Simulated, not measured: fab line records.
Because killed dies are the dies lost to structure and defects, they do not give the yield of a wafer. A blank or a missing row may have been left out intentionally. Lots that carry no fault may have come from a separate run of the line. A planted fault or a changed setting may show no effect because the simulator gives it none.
Which of the tools did it? :: flow berkeleyCmos170 :: 7 lots (21 wafers sampled), 1 step of a 331-step route

## WHAT EACH GAUGE READ, for each wafer
UCB170_SDANNEAL_RS_MEAS_04: a four-point-probe measurement.
lot: L596
measured: day 7 14:36
on: filmMetro-03
PLDD_RS (ohm/sq): 1034.8 1032.9 1033.7

lot: L599
measured: day 8 14:49
on: filmMetro-03
PLDD_RS (ohm/sq): 1032.0 1030.8 1033.1

lot: L600
measured: day 8 15:40
on: filmMetro-04
PLDD_RS (ohm/sq): 1035.8 1033.6 1033.9

lot: L605
measured: day 9 14:03
on: filmMetro-03
PLDD_RS (ohm/sq): 1037.9 1035.4 1030.3

lot: L607
measured: day 10 07:55
on: filmMetro-01
PLDD_RS (ohm/sq): 1035.4 1032.1 1033.8

lot: L614
measured: day 11 21:22
on: filmMetro-01
PLDD_RS (ohm/sq): 1029.8 1031.6 1028.5

lot: L616
measured: day 13 00:38
on: filmMetro-03
PLDD_RS (ohm/sq): 1029.3 1034.8 1030.1

## WHAT TOOL EACH LOT RAN ON (gives the tool, then ch and the chambers of the sampled wafers, and finally the start)
Before these readings, the record contains no process step.

## THE ANSWER, worked out from the rows above alone
Rule: usual is defined by the lots themselves. Put in order of their means at a reading, lots are off if they are a third of the lots or fewer, leave a main group of 4 or more, and stand apart from it by a gap of 3 or more times the standard deviation of the main group's means; of several such gaps the widest counts. A main group whose means are all the same, to the digits that the tables above print for the reading, isn't used. A lot without any number at a reading at which 4 lots or more have one is off too. Any other lot the step has rows for is counted as sound.
None of the lots is off at any reading shown; this tells nothing.

## WHAT WAS PUT IN BY THE SIMULATOR
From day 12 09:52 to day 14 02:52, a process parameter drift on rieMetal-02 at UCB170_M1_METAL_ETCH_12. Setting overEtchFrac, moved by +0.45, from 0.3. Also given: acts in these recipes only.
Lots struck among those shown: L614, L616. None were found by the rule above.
